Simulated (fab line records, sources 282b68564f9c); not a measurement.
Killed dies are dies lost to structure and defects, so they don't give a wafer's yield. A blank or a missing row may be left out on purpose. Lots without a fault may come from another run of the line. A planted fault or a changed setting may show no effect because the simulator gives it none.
A struck lot beside a sound one | flow rit_cmos | 30 steps out of a route of 202
Sound: wafers L723.3, L723.4, L723.6. Struck: wafers L721.3, L721.6. (L721.5 of the same lot was not struck and is left out.) The cause comes at the end.
At each step with rows: each side's tool, then ch and its chambers, then its first start. Under that, the readings that differ: sound wafers | struck wafers | difference of the means | sigmas: that difference in standard deviations of wafers without a fault.
alike: readings whose means differ by less than 2 such deviations, and words and numbers that are the same on both sides. not compared: withheld readings, readings that some wafer has no value for, bounds like >300 that may hide the same value, and numbers for which the record gives no deviation and whose values overlap.
The two part at a step that has a row with sigmas, a row that says differs or no value, or rows on one side only. Numbers that don't overlap but have no deviation are shown without sigmas and don't part them. A reading that every wafer of one side lacks parts them only if that side has two wafers or more.

first, 6 steps without rows for these wafers: RIT_SDANNEAL_RTA_03 (time 5 s); RIT_SILICIDE_WET_ETCH_00 (etches SiO2 in BOE, target depth 14 nm, time 15 s); RIT_SILICIDE_SPUTTER_01 (material Ti, target thk 30 nm, time 240 s); RIT_SILICIDE_RTA_04 (time 9.618 s, ramp up 5 s, ramp down 5 s); RIT_SILICIDE_WET_ETCH_05 (etches Ti in SPM, time 120 s); RIT_SILICIDE_RTA_06 (time 10 s, ramp up 5 s, ramp down 10 s).
RIT_CONTACT_CVD_00: deposits SiO2 from TEOS, target thk 400 nm, time 61 s.
  sound on pecvd-01 ch 0,1, day 7 12:22; struck on pecvd-03 ch 0, day 7 00:41
  reading                                  | sound             | struck    | difference | sigmas
  model.SiO2_of_CONTACT_CVD_00.thk_nm (nm) | 389.9 397.3 397.9 | 330 329.5 | -65        |
  alike: heater_power_w
RIT_CONTACT_THK_MEAS_01:
  sound on film_metro-04, day 7 12:26; struck on film_metro-01, day 7 00:46
  reading               | sound       | struck  | difference | sigmas
  CONTACT_TEOS_THK (nm) | 390 397 398 | 330 329 | -66        | -11
then, 7 steps without rows for these wafers: RIT_CONTACT_HMDS_02 (prime time 60 s); RIT_CONTACT_COAT_03 (resist thk 1000 nm); RIT_CONTACT_SOFTBAKE_04 (time 60 s); RIT_CONTACT_EXPOSE_05 (exposes mask M11, target cd 1000 nm); RIT_CONTACT_PEB_06; RIT_CONTACT_DEVELOP_07 (develop time 120 s); RIT_CONTACT_HARDBAKE_10 (time 60 s).
RIT_CONTACT_ETCH_11: etches SiO2 in CHF3/CF4/Ar, stops on TiSi2, target depth 480 nm, time 320 s.
  sound on rie_diel-03 ch 0,2, day 7 13:50; struck on rie_diel-02 ch 2,3, day 7 02:21
  reading                             | sound             | struck      | difference | sigmas
  oes_product_au (a.u.)               | 1.009 0.990 1.017 | 0.961 0.961 | -0.044     | -3
  model.etch.depth_nm (nm)            | 389.9 397.3 397.9 | 330 329.5   | -65        |
  model.CONTACT.feature_depth_nm (nm) | 389.9 397.3 397.9 | 330 329.5   | -65        |
  alike: drypump_motor_current_A, throttle_valve_pct
  not compared: rf_hours_counter_h
then, 11 steps without rows for these wafers: RIT_CONTACT_STRIP_12 (strips in O2, time 180 s); RIT_CONTACT_CLEAN_13 (cleans in SC1, time 600 s); RIT_CONTACT_CLEAN_14 (cleans in SC2, time 600 s); RIT_M1_SPUTTER_00 (material Al, target thk 400 nm, time 500 s); RIT_M1_HMDS_03 (prime time 60 s); RIT_M1_COAT_04 (resist thk 1300 nm); RIT_M1_SOFTBAKE_05 (time 60 s); RIT_M1_EXPOSE_06 (exposes mask M12, target cd 2600 nm); RIT_M1_PEB_07; RIT_M1_DEVELOP_08 (develop time 68 s); RIT_M1_HARDBAKE_11 (time 120 s).
RIT_M1_METAL_ETCH_12: etches Al in Cl2/BCl3, stops on SiO2, time 165 s, target depth 600 nm.
  sound on rie_metal-02 ch 0,1, day 7 16:37; struck on rie_metal-01 ch 0,1, day 7 05:01
  reading                                  | sound           | struck      | difference | sigmas
  model.SiO2_of_CONTACT_CVD_00.thk_nm (nm) | 352.6 360 360.6 | 292.7 293.5 | -64.6      |
  alike: drypump_motor_current_A, oes_product_au, throttle_valve_pct
  not compared: rf_hours_counter_h
then, 1 step without rows for these wafers: RIT_M1_STRIP_13 (strips in nmp, time 600 s).
RIT_M1_PROBE_99:
  sound on prober-02, day 7 18:56; struck on prober-02, day 7 07:24
  reading                                    | sound                       | struck            | difference | sigmas
  model.etest.field_p_metal.vt_v (V)         | -32.74 -32.87 -32.61        | -27.46 -28.06     | +4.98      |
  model.etest.nmos_0p15.junction_log10_a_um  | -13.45 -13.51 -13.55        | -13.03 -13.01     | +0.48      |
  model.etest.nmos_narrow.off_log10_a_um     | -13.33 -13.42 -13.26        | -12.94 -12.93     | +0.40      |
  model.etest.nmos_0p3.off_log10_a_um        | -13.17 -13.34 -13.08        | -12.88 -12.88     | +0.32      |
  model.etest.gate_end_array.leak_log10_a_um | -13.01 -13.21 -12.89        | -12.75 -12.59     | +0.37      |
  model.etest.antenna_contact.vt_shift_v (V) | -0.006859 -0.01227 -0.01174 | -0.01918 -0.01772 | -0.00816   |
  alike: killed_at_contacts, killed_at_front_end, killed_dies, killed_open, killed_short
  not compared: model.etest.contact_diode_array.leak_log10_a, model.etest.pmos_0p15.junction_log10_a_um

WHERE THEY PART
First at RIT_CONTACT_THK_MEAS_01; last, within this record, at RIT_CONTACT_ETCH_11. Later steps at which nothing parts them and some readings are alike: RIT_M1_METAL_ETCH_12, RIT_M1_PROBE_99.

WHY: what the simulator had put in
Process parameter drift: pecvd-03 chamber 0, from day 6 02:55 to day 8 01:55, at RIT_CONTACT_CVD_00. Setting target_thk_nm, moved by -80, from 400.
